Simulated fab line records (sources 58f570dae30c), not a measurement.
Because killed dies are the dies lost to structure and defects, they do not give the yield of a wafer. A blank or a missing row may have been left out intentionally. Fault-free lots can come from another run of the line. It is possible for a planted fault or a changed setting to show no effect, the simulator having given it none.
Which tool was responsible? + flow berkeley-cmos170 + 30 wafers from 10 lots sampled at 5 of the route's 331 steps

== WHAT EACH GAUGE READ, for each wafer ==
UCB170_PVT_OVL_MEAS_06.
| lot  | measured     | on         | PVT_OVL (nm) |
|------|--------------|------------|--------------|
| L542 | day 6 09:35  | overlay-02 | 2 -2 3       |
| L539 | day 6 09:52  | overlay-01 | -15 -13 -8   |
| L540 | day 6 10:08  | overlay-02 | 5 -3 4       |
| L547 | day 7 07:12  | overlay-01 | 4 7 4        |
| L561 | day 10 03:47 | overlay-01 | 6 2 3        |
| L560 | day 10 04:04 | overlay-02 | -12 -9 -2    |
| L558 | day 10 03:53 | overlay-02 | 4 -3 3       |
| L557 | day 10 04:00 | overlay-01 | 0 0 7        |
| L559 | day 10 04:26 | overlay-01 | 6 7 12       |
| L562 | day 10 14:35 | overlay-02 | -5 -6 -7     |

UCB170_NLDD_OVL_MEAS_07.
| lot  | measured     | on         | NLDD_OVL (nm) |
|------|--------------|------------|---------------|
| L542 | day 7 05:25  | overlay-01 | 4 -1 -2       |
| L539 | day 7 05:57  | overlay-01 | 12 6 12       |
| L540 | day 7 06:08  | overlay-02 | -7 -5 -6      |
| L547 | day 7 21:16  | overlay-01 | -3 -6 -7      |
| L561 | day 10 22:20 | overlay-02 | 4 7 4         |
| L560 | day 10 22:41 | overlay-01 | -5 -1 0       |
| L558 | day 10 21:10 | overlay-01 | -3 -2 -10     |
| L557 | day 10 22:13 | overlay-01 | 11 3 9        |
| L559 | day 10 22:28 | overlay-02 | 9 4 7         |
| L562 | day 11 08:04 | overlay-02 | -14 -9 -6     |

UCB170_CONTACT_THK_MEAS_02.
| lot  | measured     | on            | CONTACT_PSG_THK (nm) |
|------|--------------|---------------|----------------------|
| L542 | day 7 19:40  | film-metro-02 | 882 885 880          |
| L539 | day 7 20:22  | film-metro-01 | 705 704 704          |
| L540 | day 7 21:26  | film-metro-04 | 877 871 883          |
| L547 | day 8 10:05  | film-metro-02 | 702 704 704          |
| L561 | day 11 13:25 | film-metro-04 | 707 698 702          |
| L560 | day 11 14:25 | film-metro-04 | 688 686 690          |
| L558 | day 11 14:25 | film-metro-02 | 694 691 700          |
| L557 | day 11 12:40 | film-metro-04 | 692 696 695          |
| L559 | day 11 14:25 | film-metro-01 | 698 693 691          |
| L562 | day 11 22:33 | film-metro-04 | 693 697 697          |

== EACH LOT AND THE TOOL THAT RAN IT (in order: tool; ch and the chambers of the sampled wafers; start) ==
| lot  | UCB170_NVT_STRIP_08                  | UCB170_CONTACT_CVD_01       |
|------|--------------------------------------|-----------------------------|
| L542 | plasma-asher-01 ch 0,1, day 6 05:58  | lpcvd-01 ch 0, day 7 17:52  |
| L539 | plasma-asher-03 ch 0,1, day 6 06:31  | lpcvd-02 ch 1, day 7 17:40  |
| L540 | plasma-asher-01 ch 0,1, day 6 06:35  | lpcvd-01 ch 0, day 7 19:39  |
| L547 | plasma-asher-03 ch 0,1, day 7 05:10  | lpcvd-02 ch 0, day 8 08:17  |
| L561 | plasma-asher-02 ch 0,1, day 9 23:46  | lpcvd-01 ch 1, day 11 10:43 |
| L560 | plasma-asher-01 ch 0,1, day 10 00:02 | lpcvd-02 ch 0, day 11 12:38 |
| L558 | plasma-asher-03 ch 0,1, day 10 00:08 | lpcvd-02 ch 1, day 11 12:38 |
| L557 | plasma-asher-02 ch 0,1, day 10 00:24 | lpcvd-02 ch 0, day 11 10:50 |
| L559 | plasma-asher-01 ch 0,1, day 10 00:29 | lpcvd-02 ch 0, day 11 12:38 |
| L562 | plasma-asher-01 ch 0,1, day 10 13:02 | lpcvd-01 ch 1, day 11 20:46 |
- UCB170_NVT_STRIP_08: strips in O2.
- UCB170_CONTACT_CVD_01: deposits PSG from SiH4/O2/PH3, target thk 700 nm, time 2820 s.

== WHAT THE TOOLS THEMSELVES READ (means of the sampled wafers that have a number; where no wafer has one, the mark that the record gives instead) ==
UCB170_NVT_STRIP_08.
| lot  | tool            | drypump-motor-current-A (A) | oes-product-au (a.u.) | strip-time-to-endpoint-s (s) |
|------|-----------------|-----------------------------|-----------------------|------------------------------|
| L542 | plasma-asher-01 | 4.8                         | 0.731                 | 21.64                        |
| L539 | plasma-asher-03 | 4.9                         | 0.733                 | 21.63                        |
| L540 | plasma-asher-01 | 4.8                         | 0.734                 | 21.63                        |
| L547 | plasma-asher-03 | 4.9                         | 0.730                 | 21.63                        |
| L561 | plasma-asher-02 | 5.9                         | 0.735                 | 21.52                        |
| L560 | plasma-asher-01 | 4.8                         | 0.735                 | 21.54                        |
| L558 | plasma-asher-03 | 4.9                         | 0.733                 | 21.60                        |
| L557 | plasma-asher-02 | 5.9                         | 0.735                 | 21.55                        |
| L559 | plasma-asher-01 | 5.1                         | 0.733                 | 21.65                        |
| L562 | plasma-asher-01 | 5.0                         | 0.739                 | 21.71                        |

UCB170_CONTACT_CVD_01.
| lot  | tool     | o2-flow-sccm (sccm) |
|------|----------|---------------------|
| L542 | lpcvd-01 | 135.09              |
| L539 | lpcvd-02 | 90.27               |
| L540 | lpcvd-01 | 135.24              |
| L547 | lpcvd-02 | 89.90               |
| L561 | lpcvd-01 | 90.04               |
| L560 | lpcvd-02 | 90.02               |
| L558 | lpcvd-02 | 90.00               |
| L557 | lpcvd-02 | 89.82               |
| L559 | lpcvd-02 | 89.68               |
| L562 | lpcvd-01 | 90.10               |

== THE ANSWER, worked out from the rows above alone ==
Rule: the usual values come from the lots themselves. The widest of any qualifying gaps counts: lots, ordered by their means at a reading, are off when they make up no more than a third of the lots, leave a main group of 4 or more, and stand apart from it by 3 or more times the standard deviation of that group's means. Not used: any main group whose means are identical at the precision the tables above print for the reading. Also off: a lot with no number at a reading for which 4 or more lots have one. The other lots that the step has rows for count as sound. First the gauges in route order, then the tools' own readings, where a lot's mean is used as printed above. The first step at which some lot is off is used, and at that step the reading that is off furthest; a lot without a number counts as furthest.
Off: L542, L540, seen at UCB170_CONTACT_THK_MEAS_02 (CONTACT_PSG_THK). The main group: mean 697 nm, standard deviation 5.3.
A tool fits if, at a process step before that reading, it ran every lot that is off, and no sound lot after the first of them. Not tried: the gauges at UCB170_CONTACT_THK_MEAS_02; whatever is off there is also off at UCB170_CONTACT_CVD_01, on other tools, and gauge error can't account for it. Of those tried, none fits.

== WHAT THE SIMULATOR PUT IN ==
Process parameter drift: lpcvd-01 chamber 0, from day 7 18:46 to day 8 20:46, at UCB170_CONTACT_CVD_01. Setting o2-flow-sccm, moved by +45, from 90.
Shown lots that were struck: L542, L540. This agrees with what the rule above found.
